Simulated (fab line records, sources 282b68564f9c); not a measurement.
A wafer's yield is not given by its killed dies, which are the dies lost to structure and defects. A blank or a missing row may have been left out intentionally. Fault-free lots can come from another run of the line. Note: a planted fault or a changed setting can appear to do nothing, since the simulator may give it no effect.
Comparing a struck lot with a sound one -- flow rit cmos -- 17 steps out of a route of 202
Sound: wafers L431.2, L431.3, L431.6. Struck: wafer L429.3. (L429.1, L429.5 of the same lot were not struck and are left out.) The cause comes at the end.
For every step that has rows: the tool of each side, followed by ch and its chambers, followed by its first start. Under that, the readings that differ: sound wafers -- struck wafers -- difference of the means -- sigmas: that difference in standard deviations of wafers without a fault.
alike: a reading whose means differ by less than 2 such deviations, as well as words and numbers matching on both sides. not compared: withheld readings; readings where some wafer has no value; bounds like >300 that might hide an equal value; numbers whose values overlap and for which the record gives no deviation.
The two part at a step that has a row with sigmas, a row that says differs or no value, or rows on one side only. Numbers that don't overlap but have no deviation are shown without sigmas and don't part them. Lack of a reading on every wafer of one side parts them only where that side has two or more wafers.

first, 1 step without rows for these wafers: RIT_PSD_IMPLANT_08.
RIT_PSD_STRIP_09: strips in O2, time 180 s.
  sound on plasma asher-01 ch 0,1, day 6 05:32; struck on plasma asher-03 ch 1, day 5 13:07
  alike: drypump motor current A
  not compared: rf hours counter h
RIT_PSD_TW_MEAS_10:
  sound: film metro-04 at day 6 05:43; struck: film metro-01 at day 5 13:17
  alike: PSD_TW
then, 3 steps without rows for these wafers: RIT_SDANNEAL_CLEAN_00 (cleans in SC1, time 600 s); RIT_SDANNEAL_CLEAN_01 (cleans in dHF, time 30 s); RIT_SDANNEAL_CLEAN_02 (cleans in SC2, time 600 s).
RIT_SDANNEAL_RTA_03: time 5 s.
  sound on rtp anneal-01 ch 0, day 6 06:08; struck on rtp anneal-02 ch 0, day 5 13:43
reading,sound,struck,difference,sigmas
anneal temp c max,1056.1 1054.9 1057.9,1053.7,-2.6,-3
  alike: ramp down c per s, ramp up c per s, wafer_temp_C_max
RIT_SDANNEAL_RS_MEAS_04: the measuring method here is four-point-probe.
  sound: film metro-04 at day 6 06:13; struck: film metro-04 at day 5 13:46
  alike: PSD_RS
RIT_SDANNEAL_RS_MEAS_05: the measuring method here is four-point-probe.
  sound: film metro-04 at day 6 06:20; struck: film metro-04 at day 5 13:53
reading,sound,struck,difference,sigmas
NSD_RS (ohm/sq),84.30 84.53 84.29,84.92,+0.55,+2
RIT_SDANNEAL_RS_MEAS_06: the measuring method here is four-point-probe.
  sound: film metro-04 at day 6 06:27; struck: film metro-04 at day 5 14:01
  alike: PLDD_RS
RIT_SDANNEAL_RS_MEAS_07: the measuring method here is four-point-probe.
  sound: film metro-04 at day 6 06:34; struck: film metro-04 at day 5 14:08
  alike: NLDD_RS
then, 1 step without rows for these wafers: RIT_SILICIDE_WET_ETCH_00 (etches SiO2 in BOE, target depth 14 nm, time 15 s).
RIT_SILICIDE_SPUTTER_01: material Ti, target thk 30 nm, time 240 s.
  sound: pvd sputter-01 at day 6 06:41; struck: pvd sputter-02 at day 5 14:16
reading,sound,struck,difference,sigmas
model.Ti_of_SILICIDE_SPUTTER_01.thk nm (nm),29.75 30.05 29.98,40.98,+11.05,
  alike: substrate temp c, throttle valve pct
RIT_SILICIDE_RS_MEAS_02: the measuring method here is four-point-probe.
  sound: film metro-02 at day 6 06:51; struck: film metro-03 at day 5 14:25
reading,sound,struck,difference,sigmas
SILICIDE_TI_RS (ohm/sq),48.4 47.7 47.9,32.5,-15.5,-21
RIT_SILICIDE_THK_MEAS_03: measures by xrf.
  sound: film metro-02 at day 6 06:58; struck: film metro-03 at day 5 14:32
reading,sound,struck,difference,sigmas
SILICIDE_TI_THK (nm),29.6 29.9 29.7,41.0,+11.3,+30
RIT_SILICIDE_RTA_04: time 10 s, ramp up 5 s, ramp down 5 s.
  sound on rtp anneal-02 ch 0, day 6 07:02; struck on rtp anneal-01 ch 0, day 5 14:35
  alike: anneal temp c max, wafer_temp_C_max
RIT_M1_PROBE_99:
  sound: prober-01 at day 6 14:01; struck: prober-02 at day 5 22:32
reading,sound,struck,difference,sigmas
model.etest.npoly line.line ohm um,163.7 168.5 165.2,155.2,-10.6,
model.etest.contact pplus.end ohm um,44.42 43.13 43.76,64.15,+20.38,
model.etest.ppoly line.line ohm um,156.4 162.4 160.1,146.5,-13.1,
model.etest.contact nplus.end ohm um,41.27 42.91 41.74,53.79,+11.82,
model.etest.ppoly line.width nm (nm),104.8 103.3 104.3,93.24,-10.89,
model.etest.npoly line.width nm (nm),103.7 102.1 102.8,92.23,-10.64,
model.etest.npoly line.rs ohm sq,17.08 17.09 17.05,14.05,-3.02,
model.etest.ppoly line.rs ohm sq,16.48 16.47 16.5,13.73,-2.75,
  alike: killed at contacts, killed at front end, killed dies, killed open, killed short

## WHERE THEY PART
Last at RIT_SILICIDE_THK_MEAS_03 as far as this record goes, first at RIT_SDANNEAL_RTA_03. Later steps at which nothing parts them and some readings are alike: RIT_SILICIDE_RTA_04, RIT_M1_PROBE_99.

WHY: the cause the simulator had injected
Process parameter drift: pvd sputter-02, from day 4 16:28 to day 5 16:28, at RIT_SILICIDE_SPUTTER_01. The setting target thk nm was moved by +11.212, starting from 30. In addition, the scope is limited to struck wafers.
